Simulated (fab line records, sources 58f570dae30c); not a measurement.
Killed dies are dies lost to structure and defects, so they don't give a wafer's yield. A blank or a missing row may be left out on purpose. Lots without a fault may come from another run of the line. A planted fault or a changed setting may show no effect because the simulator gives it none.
fab line records | flow berkeley_cmos170
record lots=5 wafers=15 last_day=11
route steps=331 shown ZERO@6 NWELL@14
lots that met no fault: from a run of the same line without faults
start_h: hours from the record's first day to the start of the lot's first wafer shown | wait_h: hours since the lot's step before | " the same as in the row above | L1.1+2: a row that stands for several wafers | - no value, or no start given | * or withheld: withheld | < > ~ a bound
route shown NAME@n: a module of which the file shows steps, and the number in the route of the first | usual: mean/standard deviation of fault-free wafers | same: alike in all rows | chamber/n: place in a boat | sites: the reading at each site | _std_site: their standard deviation | _edge_site: outer sites' mean less inner sites' | radius_mm: how far each site lies from the wafer's centre | mask NAME#n: copy n | behind: the tool/chamber that last shaped the wafer | hold: why the lot was held/for how many hours/how that ended | device: the transistor (n, p or np) that didn't switch | end of line: the same wafers' tests at the end of the route | a step without rows: its recipe alone | killed: dies lost to structure and defects at the first sort, not the wafer's yield | map: a wafer's dies, x killed, . not, _ none there
set.NAME: the setting as run; set.NAME@STEP: as run at that earlier step | model.NAME: the simulator's own value behind a step, which no gauge read
lots at some steps of the route; a table a step, a row a wafer
services: from which hour (start_h, from the record's first day; less than 0 if before it) a tool's chamber was out of use, for how many hours, and why
## steps
# step UCB170_ZERO_HMDS_00
# recipe prime_time_s=60 prime_temp_c=100
# columns lot.wafer tool chamber start_h wait_h
L086.1+4+6 litho_track-03 0 76.35 0.0
L087.1+5+6 litho_track-01 0 84.41 0.2
L089.1+3+5 litho_track-01 0 93.21 0.0
L093.1+3+4 litho_track-01 0 111.29 0.6
L094.1+3+5 litho_track-04 0 115.53 0.0
# step UCB170_ZERO_COAT_01
# recipe resist=KrF spin_rpm=1500 resist_thk_nm=900
# columns lot.wafer tool chamber start_h wait_h
L086.1+4+6 litho_track-03 0 76.50 0.1
L087.1+5+6 litho_track-01 0 84.56 0.1
L089.1+3+5 litho_track-01 0 93.36 0.1
L093.1+3+4 litho_track-01 0 111.44 0.1
L094.1+3+5 litho_track-04 0 115.68 0.1
# step UCB170_ZERO_SOFTBAKE_02
# recipe resist=KrF temp_c=130 time_s=60
# usual heater_power_total_W=56.80/0.045
# columns lot.wafer tool chamber start_h wait_h heater_power_total_W
L086.1 litho_track-03 0 76.65 0.1 56.83
L086.4 " 0 " " 56.80
L086.6 " 0 " " 56.82
L087.1 litho_track-01 0 84.71 0.1 56.80
L087.5 " 0 " " 56.76
L087.6 " 0 " " 56.87
L089.1 litho_track-01 0 93.51 0.1 56.72
L089.3 " 0 " " 56.84
L089.5 " 0 " " 56.87
L093.1 litho_track-01 0 111.59 0.1 56.83
L093.3 " 0 " " 56.80
L093.4 " 0 " " 56.84
L094.1 litho_track-04 0 115.83 0.1 56.79
L094.3 " 0 " " 56.84
L094.5 " 0 " " 56.73
# step UCB170_ZERO_EXPOSE_03
# recipe mask_id=PM_MARKS na=0.5 sigma_outer=0.6 source_shape=conventional target_cd_nm=4000 dose_mj=30
# usual reticle_temp_C=23.02/0.11
# same na=0.5
# columns lot.wafer tool chamber start_h wait_h mask reticle_temp_C
L086.1 krf_scanner-02 0 77.04 0.4 PM_MARKS#0 23.15
L086.4 " 0 " " PM_MARKS#0 23.09
L086.6 " 0 " " PM_MARKS#0 23.26
L087.1 krf_scanner-02 0 84.86 0.1 PM_MARKS#0 22.95
L087.5 " 0 " " PM_MARKS#0 22.78
L087.6 " 0 " " PM_MARKS#0 22.89
L089.1 krf_scanner-01 0 93.79 0.2 PM_MARKS#0 22.90
L089.3 " 0 " " PM_MARKS#0 22.98
L089.5 " 0 " " PM_MARKS#0 23.09
L093.1 krf_scanner-01 0 111.86 0.2 PM_MARKS#0 23.07
L093.3 " 0 " " PM_MARKS#0 22.99
L093.4 " 0 " " PM_MARKS#0 23.02
L094.1 krf_scanner-02 0 116.10 0.2 PM_MARKS#0 23.14
L094.3 " 0 " " PM_MARKS#0 23.06
L094.5 " 0 " " PM_MARKS#0 23.18
# step UCB170_ZERO_PEB_04
# recipe peb_temp_c=130 peb_time_s=withheld resist=KrF
# usual heater_power_total_W=56.80/0.045
# columns lot.wafer tool chamber start_h wait_h heater_power_total_W
L086.1 litho_track-04 0 77.25 0.2 56.83
L086.4 " 0 " " 56.84
L086.6 " 0 " " 56.78
L087.1 litho_track-01 0 85.31 0.4 56.83
L087.5 " 0 " " 56.85
L087.6 " 0 " " 56.86
L089.1 litho_track-04 0 94.33 0.5 56.87
L089.3 " 0 " " 56.79
L089.5 " 0 " " 56.78
L093.1 litho_track-01 0 112.19 0.3 56.80
L093.3 " 0 " " 56.80
L093.4 " 0 " " 56.76
L094.1 litho_track-03 0 116.35 0.2 56.82
L094.3 " 0 " " 56.79
L094.5 " 0 " " 56.77
# step UCB170_ZERO_DEVELOP_05
# recipe developer=TMAH develop_time_s=45 resist=KrF dev_temp_c=21
# same develop_time_s=45
# columns lot.wafer tool chamber start_h wait_h
L086.1+4+6 litho_track-04 0 - -
L087.1+5+6 litho_track-01 0 - -
L089.1+3+5 litho_track-04 0 - -
L093.1+3+4 litho_track-01 0 - -
L094.1+3+5 litho_track-03 0 - -
# step UCB170_ZERO_ETCH_06
# recipe chemistry=CHF3/CF4/Ar target=SiO2 time_s=12 pressure_mtorr=100 rf_w=500 CHF3_flow_sccm=50 cf4_flow_sccm=10 Ar_flow_sccm=120 over_etch_frac=1.58
# usual drypump_motor_current_A=5.7/0.39 oes_product_au=0.619/0.0093 throttle_valve_pct=9.23/0.13
# columns lot.wafer tool chamber start_h wait_h drypump_motor_current_A oes_product_au rf_hours_counter_h throttle_valve_pct
L086.1 rie_diel-03 2 77.52 - 6.0 0.602 102 8.99
L086.4 " 1 " " 5.5 0.599 3 9.38
L086.6 " 0 " " 5.5 0.620 - 9.37
L087.1 rie_diel-01 1 85.58 - 5.5 0.627 140 9.28
L087.5 " 0 " " 5.7 0.637 - 9.25
L087.6 " 3 " " 5.5 0.617 - 9.04
L089.1 rie_diel-02 2 94.61 - 5.5 0.627 133 9.08
L089.3 " 1 " " 5.5 0.635 66 9.41
L089.5 " 0 " " 6.0 0.630 - 9.35
L093.1 rie_diel-03 1 112.46 - 5.5 0.611 4 9.40
L093.3 " 0 " " 5.5 0.617 30 9.38
L093.4 " 3 " " 5.2 0.617 128 9.17
L094.1 rie_diel-02 3 116.62 - 6.3 0.618 28 9.26
L094.3 " 1 " " 5.5 0.625 67 9.38
L094.5 " 2 " " 5.5 0.619 - 9.08
# step UCB170_ZERO_STRIP_07
# recipe chemistry=O2 power_w=400 pressure_mtorr=3500 platen_temp_c=withheld o2_flow_sccm=400 overash_fraction=0.5
# usual drypump_motor_current_A=5.7/0.63 oes_product_au=0.728/0.0042 strip_time_to_endpoint_s=21.49/0.052
# columns lot.wafer tool chamber start_h wait_h drypump_motor_current_A oes_product_au rf_hours_counter_h strip_time_to_endpoint_s
L086.1 plasma_asher-01 0 77.54 0.0 5.0 0.728 40 21.40
L086.4 " 1 " " 5.6 0.720 - 21.43
L086.6 " 0 " " 5.0 0.729 - 21.43
L087.1 plasma_asher-01 1 85.60 0.0 5.6 0.729 41 21.50
L087.5 " 1 " " 5.6 0.730 - 21.53
L087.6 " 0 " " 5.0 0.724 - 21.50
L089.1 plasma_asher-03 1 94.63 0.0 4.9 0.734 36 21.50
L089.3 " 0 " " 6.1 0.728 - 21.56
L089.5 " 1 " " 4.9 0.726 - 21.49
L093.1 plasma_asher-01 0 112.49 0.0 5.0 0.722 44 21.49
L093.3 " 0 " " 5.0 0.726 - 21.48
L093.4 " 1 " " 5.6 0.721 - 21.49
L094.1 plasma_asher-04 1 116.65 0.0 5.7 0.727 42 21.49
L094.3 " 1 " " 5.7 0.735 - 21.47
L094.5 " 1 " " 5.7 0.729 - 21.48
# step UCB170_NWELL_WET_ETCH_00
# recipe chemistry=dHF dilution=25:1 target=SiO2 temp_c=25 time_s=200
# columns lot.wafer tool chamber start_h wait_h
L086.1+4+6 wet_bench-02 3 77.64 0.1
L087.1+5+6 wet_bench-04 0 85.70 0.1
L089.1+3+5 wet_bench-04 1 94.73 0.1
L093.1+3+4 wet_bench-02 1 112.59 0.1
L094.1+3+5 wet_bench-04 0 116.75 0.1
# step UCB170_NWELL_OXIDATION_01
# recipe temp_c=1000 ambient=O2 target_thk_a=264 ox_time_s=1260
# columns lot.wafer tool chamber start_h wait_h
L086.1+4+6 furnace-04 0 79.41 1.7
L087.1+5+6 furnace-04 0 88.76 3.0
L089.1+3+5 furnace-01 0 98.39 3.6
L093.1+3+4 furnace-03 0 116.50 3.8
L094.1+3+5 furnace-03 0 120.70 3.9
# step UCB170_NWELL_THK_MEAS_02
# recipe reads=SiO2_of_NWELL_OXIDATION_01
# usual NWELL_OXIDE_THK=26.2/0.4
# columns lot.wafer tool chamber start_h wait_h NWELL_OXIDE_THK[nm]
L086.1 film_metro-04 - 80.76 0.0 26.4
L086.4 " - " " 25.8
L086.6 " - " " 26.6
L087.1 film_metro-03 - 90.11 0.0 26.7
L087.5 " - " " 26.6
L087.6 " - " " 26.5
L089.1 film_metro-03 - 99.74 0.0 25.6
L089.3 " - " " 25.9
L089.5 " - " " 26.3
L093.1 film_metro-01 - 117.85 0.0 25.7
L093.3 " - " " 25.7
L093.4 " - " " 25.5
L094.1 film_metro-03 - 122.05 0.0 26.4
L094.3 " - " " 26.2
L094.5 " - " " 26.2
# step UCB170_NWELL_ANNEAL_03
# recipe temp_c=1000 time_s=900 ambient=N2
# columns lot.wafer tool chamber start_h wait_h
L086.1+4+6 furnace-03 0 83.43 2.7
L087.1+5+6 furnace-01 0 94.55 4.4
L089.1+3+5 furnace-04 0 101.79 2.0
L093.1+3+4 furnace-03 0 122.05 4.2
L094.1+3+5 furnace-03 0 124.55 2.5
# step UCB170_NWELL_CVD_04
# recipe material=Si3N4 target_thk_nm=224 temp_c=800 precursor=SiH2Cl2/NH3 time_s=3360 pressure_mtorr=200 sih2cl2_flow_sccm=25 nh3_flow_sccm=75
# usual susceptor_temp_C=800.0/0.31
# columns lot.wafer tool chamber start_h wait_h susceptor_temp_C
L086.1 lpcvd-02 1 84.68 0.0 799.6
L086.4 " 1 " " 799.7
L086.6 " 1 " " 800.1
L087.1 lpcvd-02 0 95.80 0.0 799.6
L087.5 " 0 " " 799.6
L087.6 " 0 " " 799.8
L089.1 lpcvd-01 0 103.04 0.0 799.8
L089.3 " 0 " " 800.4
L089.5 " 0 " " 800.1
L093.1 lpcvd-02 0 124.45 1.2 800.3
L093.3 " 0 " " 800.0
L093.4 " 0 " " 800.1
L094.1 lpcvd-01 0 127.25 1.5 800.1
L094.3 " 0 " " 799.8
L094.5 " 0 " " 799.0
# step UCB170_NWELL_THK_MEAS_05
# recipe reads=Si3N4_of_NWELL_CVD_04
# usual NWELL_NITRIDE_THK=224.5/2.5
# columns lot.wafer tool chamber start_h wait_h NWELL_NITRIDE_THK[nm]
L086.1 film_metro-03 - 86.61 0.0 225.8
L086.4 " - " " 224.4
L086.6 " - " " 223.6
L087.1 film_metro-01 - 97.74 0.0 226.9
L087.5 " - " " 230.2
L087.6 " - " " 226.3
L089.1 film_metro-04 - 104.98 0.0 223.5
L089.3 " - " " 226.0
L089.5 " - " " 225.5
L093.1 film_metro-04 - 126.39 0.0 225.2
L093.3 " - " " 224.6
L093.4 " - " " 226.2
L094.1 film_metro-01 - 129.19 0.0 223.0
L094.3 " - " " 224.8
L094.5 " - " " 222.8
# step UCB170_NWELL_HMDS_06
# recipe prime_time_s=60 prime_temp_c=100
# columns lot.wafer tool chamber start_h wait_h
L086.1+4+6 litho_track-02 0 86.67 0.1
L087.1+5+6 litho_track-03 0 97.80 0.1
L089.1+3+5 litho_track-01 0 105.04 0.1
L093.1+3+4 litho_track-03 0 126.45 0.1
L094.1+3+5 litho_track-03 0 129.25 0.1
# step UCB170_NWELL_COAT_07
# recipe resist=KrF spin_rpm=1500 resist_thk_nm=900
# columns lot.wafer tool chamber start_h wait_h
L086.1+4+6 litho_track-02 0 86.82 0.1
L087.1+5+6 litho_track-03 0 97.95 0.1
L089.1+3+5 litho_track-01 0 105.19 0.1
L093.1+3+4 litho_track-03 0 126.60 0.1
L094.1+3+5 litho_track-03 0 129.40 0.1
# step UCB170_NWELL_SOFTBAKE_08
# recipe resist=KrF temp_c=130 time_s=60
# usual heater_power_total_W=56.80/0.043
# columns lot.wafer tool chamber start_h wait_h heater_power_total_W
L086.1 litho_track-02 0 86.97 0.1 56.82
L086.4 " 0 " " 56.82
L086.6 " 0 " " 56.75
L087.1 litho_track-03 0 98.10 0.1 56.80
L087.5 " 0 " " 56.77
L087.6 " 0 " " 56.79
L089.1 litho_track-01 0 105.34 0.1 56.85
L089.3 " 0 " " 56.76
L089.5 " 0 " " 56.76
L093.1 litho_track-03 0 126.75 0.1 56.84
L093.3 " 0 " " 56.80
L093.4 " 0 " " 56.80
L094.1 litho_track-03 0 129.55 0.1 56.87
L094.3 " 0 " " 56.81
L094.5 " 0 " " 56.86
# step UCB170_NWELL_EXPOSE_09
# recipe mask_id=NWELL target_cd_nm=3000 na=0.5 sigma_outer=0.6 source_shape=conventional dose_mj=25
# usual reticle_temp_C=23.02/0.11
# same na=0.5
# columns lot.wafer tool chamber start_h wait_h mask reticle_temp_C
L086.1 krf_scanner-01 0 87.25 0.2 NWELL#0 23.06
L086.4 " 0 " " NWELL#0 23.18
L086.6 " 0 " " NWELL#0 23.00
L087.1 krf_scanner-02 0 98.25 0.1 NWELL#0 22.99
L087.5 " 0 " " NWELL#0 22.99
L087.6 " 0 " " NWELL#0 22.82
L089.1 krf_scanner-01 0 105.49 0.1 NWELL#0 23.18
L089.3 " 0 " " NWELL#0 23.12
L089.5 " 0 " " NWELL#0 23.18
L093.1 krf_scanner-01 0 127.02 0.2 NWELL#0 23.05
L093.3 " 0 " " NWELL#0 23.11
L093.4 " 0 " " NWELL#0 22.99
L094.1 krf_scanner-01 0 129.70 0.1 NWELL#0 23.00
L094.3 " 0 " " NWELL#0 22.82
L094.5 " 0 " " NWELL#0 22.81
# step UCB170_NWELL_PEB_10
# recipe peb_temp_c=130 peb_time_s=withheld resist=KrF
# usual heater_power_total_W=56.80/0.047
# columns lot.wafer tool chamber start_h wait_h heater_power_total_W
L086.1 litho_track-03 0 87.36 0.1 56.76
L086.4 " 0 " " 56.76
L086.6 " 0 " " 56.80
L087.1 litho_track-01 0 98.36 0.1 56.91
L087.5 " 0 " " 56.76
L087.6 " 0 " " 56.83
L089.1 litho_track-02 0 105.63 0.1 56.81
L089.3 " 0 " " 56.84
L089.5 " 0 " " 56.86
L093.1 litho_track-03 0 127.14 0.1 56.76
L093.3 " 0 " " 56.84
L093.4 " 0 " " 56.85
L094.1 litho_track-01 0 129.81 0.1 56.83
L094.3 " 0 " " 56.77
L094.5 " 0 " " 56.87
# step UCB170_NWELL_DEVELOP_11
# recipe developer=TMAH develop_time_s=45 resist=KrF dev_temp_c=21
# same develop_time_s=45
# columns lot.wafer tool chamber start_h wait_h
L086.1+4+6 litho_track-03 0 - -
L087.1+5+6 litho_track-01 0 - -
L089.1+3+5 litho_track-02 0 - -
L093.1+3+4 litho_track-03 0 - -
L094.1+3+5 litho_track-01 0 - -
# step UCB170_NWELL_OVL_MEAS_12
# usual NWELL_OVL=-1/6.9
# columns lot.wafer tool chamber start_h wait_h NWELL_OVL[nm]
L086.1 overlay-01 - 87.64 - -5
L086.4 " - " " -4
L086.6 " - " " -2
L087.1 overlay-01 - 98.64 - -6
L087.5 " - " " -1
L087.6 " - " " -1
L089.1 overlay-02 - 105.90 - 1
L089.3 " - " " -6
L089.5 " - " " 5
L093.1 overlay-02 - 127.41 - 8
L093.3 " - " " 10
L093.4 " - " " 3
L094.1 overlay-02 - 130.09 - 4
L094.3 " - " " 5
L094.5 " - " " 5
## services
# columns tool chamber start_h hours kind
plasma_asher-01 - 56.36 1.4 repair
rie_diel-02 - 64.36 0.3 repair
furnace-01 - 64.97 3.0 pm
furnace-03 - 65.15 3.1 pm
rie_diel-02 0 66.56 - clean
rie_diel-02 0 66.56 19.1 scheduled_down
rie_diel-02 0 66.56 19.1 vent_cycle
furnace-01 - 68.01 3.3 pm
rie_diel-01 2 87.16 1.3 repair
rie_diel-03 3 98.54 13.0 repair
rie_diel-01 3 99.68 - clean
rie_diel-01 3 99.68 25.0 scheduled_down
rie_diel-01 3 99.68 25.0 vent_cycle
wet_bench-04 - 100.91 4.4 pm
rie_diel-01 - 108.16 14.6 pm
plasma_asher-03 - 108.75 9.0 pm
plasma_asher-03 0 108.75 9.0 vent_cycle
plasma_asher-03 1 108.75 9.0 vent_cycle
krf_scanner-01 - 117.34 1.3 pm
plasma_asher-03 0 117.75 - clean
plasma_asher-03 1 117.75 - clean
plasma_asher-03 - 126.91 15.6 pm
krf_scanner-02 - 128.44 5.9 repair
## key
fault none
